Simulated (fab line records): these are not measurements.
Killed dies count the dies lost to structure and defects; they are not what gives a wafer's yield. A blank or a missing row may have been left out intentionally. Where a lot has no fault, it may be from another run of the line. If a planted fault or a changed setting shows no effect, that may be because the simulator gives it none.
Split-lot trial / flow berkeley_cmos170 / 5 lots, 27 wafers read, on a route of 331 steps

== ON THE SPLIT ==
At UCB170_SPACER_CVD_00 (deposits SiO2 from TEOS/O2, target thk 376 nm, time 47 s), the setting time_s was moved away from the recipe's 47 s on 12 of the 27 wafers read, by -22.1% to +46.9%. This setting was run at the recipe's value on the other wafers.

== FROM THE SPLIT TO THE READING: what the file shows between them, 2 steps ==
- UCB170_SPACER_THK_MEAS_01
- UCB170_SPACER_ANNEAL_02: time 1800 s

== THE READING ==
oes_product_au, in a.u., at UCB170_SPACER_ETCHBACK_03 (etches SiO2 in CHF3/CF4/Ar, stops on Si, target depth 376 nm, time 100 s). On this fab line, fault-free wafers typically give 0.909 a.u. with a standard deviation of 0.015 a.u.

wafer=L077.1; tool, chamber at the split=pecvd-01, 1; time_s as run, s=36.61; against the recipe=-22.1%; oes_product_au, a.u.=0.749; against lot-mates on the recipe=-0.143
wafer=L077.2; tool, chamber at the split=pecvd-01, 0; time_s as run, s=47; against the recipe=recipe; oes_product_au, a.u.=0.908; against lot-mates on the recipe=-
wafer=L077.3; tool, chamber at the split=pecvd-01, 2; time_s as run, s=47; against the recipe=recipe; oes_product_au, a.u.=0.871; against lot-mates on the recipe=-
wafer=L077.4; tool, chamber at the split=pecvd-01, 1; time_s as run, s=36.61; against the recipe=-22.1%; oes_product_au, a.u.=0.764; against lot-mates on the recipe=-0.128
wafer=L077.5; tool, chamber at the split=pecvd-01, 0; time_s as run, s=36.61; against the recipe=-22.1%; oes_product_au, a.u.=0.766; against lot-mates on the recipe=-0.126
wafer=L077.6; tool, chamber at the split=pecvd-01, 2; time_s as run, s=47; against the recipe=recipe; oes_product_au, a.u.=0.898; against lot-mates on the recipe=-
wafer=L078.1; tool, chamber at the split=pecvd-01, 2; time_s as run, s=47; against the recipe=recipe; oes_product_au, a.u.=0.895; against lot-mates on the recipe=-
wafer=L078.2; tool, chamber at the split=pecvd-01, 1; time_s as run, s=54.43; against the recipe=+15.8%; oes_product_au, a.u.=0.994; against lot-mates on the recipe=+0.091
wafer=L078.3; tool, chamber at the split=pecvd-01, 0; time_s as run, s=54.43; against the recipe=+15.8%; oes_product_au, a.u.=1.027; against lot-mates on the recipe=+0.124
wafer=L078.4; tool, chamber at the split=pecvd-01, 0; time_s as run, s=47; against the recipe=recipe; oes_product_au, a.u.=0.913; against lot-mates on the recipe=-
wafer=L078.5; tool, chamber at the split=pecvd-01, 2; time_s as run, s=54.43; against the recipe=+15.8%; oes_product_au, a.u.=1.037; against lot-mates on the recipe=+0.134
wafer=L078.6; tool, chamber at the split=pecvd-01, 1; time_s as run, s=47; against the recipe=recipe; oes_product_au, a.u.=0.902; against lot-mates on the recipe=-
wafer=L080.1; tool, chamber at the split=pecvd-02, 0; time_s as run, s=47; against the recipe=recipe; oes_product_au, a.u.=0.925; against lot-mates on the recipe=-
wafer=L080.2; tool, chamber at the split=pecvd-02, 1; time_s as run, s=47; against the recipe=recipe; oes_product_au, a.u.=0.917; against lot-mates on the recipe=-
wafer=L080.3; tool, chamber at the split=pecvd-02, 2; time_s as run, s=69.02; against the recipe=+46.9%; oes_product_au, a.u.=1.054; against lot-mates on the recipe=+0.136
wafer=L080.4; tool, chamber at the split=pecvd-02, 1; time_s as run, s=47; against the recipe=recipe; oes_product_au, a.u.=0.913; against lot-mates on the recipe=-
wafer=L080.5; tool, chamber at the split=pecvd-02, 2; time_s as run, s=69.02; against the recipe=+46.9%; oes_product_au, a.u.=1.043; against lot-mates on the recipe=+0.125
wafer=L080.6; tool, chamber at the split=pecvd-02, 0; time_s as run, s=69.02; against the recipe=+46.9%; oes_product_au, a.u.=1.054; against lot-mates on the recipe=+0.136
wafer=L081.2; tool, chamber at the split=pecvd-01, 1; time_s as run, s=47; against the recipe=recipe; oes_product_au, a.u.=0.892; against lot-mates on the recipe=-
wafer=L081.3; tool, chamber at the split=pecvd-01, 2; time_s as run, s=47; against the recipe=recipe; oes_product_au, a.u.=0.893; against lot-mates on the recipe=-
wafer=L081.5; tool, chamber at the split=pecvd-01, 2; time_s as run, s=47; against the recipe=recipe; oes_product_au, a.u.=0.909; against lot-mates on the recipe=-
wafer=L084.1; tool, chamber at the split=pecvd-03, 1; time_s as run, s=58.29; against the recipe=+24.0%; oes_product_au, a.u.=1.037; against lot-mates on the recipe=+0.127
wafer=L084.2; tool, chamber at the split=pecvd-03, 0; time_s as run, s=47; against the recipe=recipe; oes_product_au, a.u.=0.897; against lot-mates on the recipe=-
wafer=L084.3; tool, chamber at the split=pecvd-03, 2; time_s as run, s=58.29; against the recipe=+24.0%; oes_product_au, a.u.=1.053; against lot-mates on the recipe=+0.143
wafer=L084.4; tool, chamber at the split=pecvd-03, 1; time_s as run, s=47; against the recipe=recipe; oes_product_au, a.u.=0.910; against lot-mates on the recipe=-
wafer=L084.5; tool, chamber at the split=pecvd-03, 0; time_s as run, s=58.29; against the recipe=+24.0%; oes_product_au, a.u.=1.037; against lot-mates on the recipe=+0.127
wafer=L084.6; tool, chamber at the split=pecvd-03, 2; time_s as run, s=47; against the recipe=recipe; oes_product_au, a.u.=0.922; against lot-mates on the recipe=-

THE FIT
A straight line over all 27 wafers: oes_product_au changes by +0.00438 a.u. for each +1% of time_s; r = +0.92; the points scatter about the line by 0.035 a.u.
The same after taking each lot's own level away (the mean of its wafers on the recipe; 27 wafers): +0.00406 a.u. for each +1%; r = +0.91; scatter 0.035 a.u.
On that fit, the largest move of time_s shifts the reading by 0.19 a.u.
From 0.8923 to 0.9183 a.u.: that is the span of the lots' own levels, equal to 1.7 times the standard deviation above.
Consequently the slope shifts little with the lot-to-lot level, the two slopes agreeing.
Check: with one of the wafers moved furthest among these (+46.9%) left out of the fit, the line predicts +0.202 a.u. for it against its lot-mates. It came out at +0.136 a.u. against them.

== THESE WAFERS: OTHER SPLITS ==
Before the reading, these wafers also passed through other splits. Each is held against what the fit with the lots' levels taken away leaves over:
other split on the same wafers=UCB170_PWELL_ETCH_14 target_depth_a; wafers away from the commonest value=6; r with oes_product_au (lot level and that fit taken away)=+0.07
other split on the same wafers=UCB170_ACTIVE_OXIDATION_02 ox_time_s; wafers away from the commonest value=18; r with oes_product_au (lot level and that fit taken away)=-0.58

== THE WHOLE CHAIN: every reading that the file lists as answering this split, in the file's order ==
step=UCB170_SPACER_CVD_00; what it does=deposits SiO2 from TEOS/O2, target thk 376 nm, time 47 s; reading=SiO2_of_SPACER_CVD_00.thk_nm (the simulator's own value, which no gauge read); change (the file's fit)=+3.83 nm for each +1% of the setting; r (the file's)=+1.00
step=UCB170_SPACER_THK_MEAS_01; what it does=; reading=SPACER_TEOS_THK; change (the file's fit)=+3.82 for each +1% of the setting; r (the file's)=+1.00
step=UCB170_SPACER_ETCHBACK_03; what it does=etches SiO2 in CHF3/CF4/Ar, stops on Si, target depth 376 nm, time 100 s; reading=oes_product_au; change (the file's fit)=+0.00403 a.u. for each +1% of the setting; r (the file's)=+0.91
step=UCB170_SPACER_ETCHBACK_03; what it does=etches SiO2 in CHF3/CF4/Ar, stops on Si, target depth 376 nm, time 100 s; reading=etch.depth_nm (the simulator's own value, which no gauge read); change (the file's fit)=+2.13 nm for each +1% of the setting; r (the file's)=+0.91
step=UCB170_M3_PROBE_99; what it does=; reading=etest.pmos_0p35.r_on_ohm_um (the simulator's own value, which no gauge read); change (the file's fit)=not straight: 4596 at the lowest setting, 4596 at the recipe, 7228 at the highest; r (the file's)=not given
step=UCB170_M3_PROBE_99; what it does=; reading=etest.nldd.line_ohm_um (the simulator's own value, which no gauge read); change (the file's fit)=not straight: 228.9 at the lowest setting, 1258 at the recipe, 1266 at the highest; r (the file's)=not given
step=UCB170_M3_PROBE_99; what it does=; reading=etest.pmos_0p6.r_on_ohm_um (the simulator's own value, which no gauge read); change (the file's fit)=not straight: 5861 at the lowest setting, 8405 at the recipe, 1.214e+04 at the highest; r (the file's)=not given
step=UCB170_M3_PROBE_99; what it does=; reading=etest.nplus_sal.line_ohm_um (the simulator's own value, which no gauge read); change (the file's fit)=not straight: 4.277 at the lowest setting, 5.004 at the recipe, 1266 at the highest; r (the file's)=not given

== THE FILE'S OWN FIT ==
oes_product_au changes by +0.00403 a.u. for each +1% of time_s, r = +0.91.
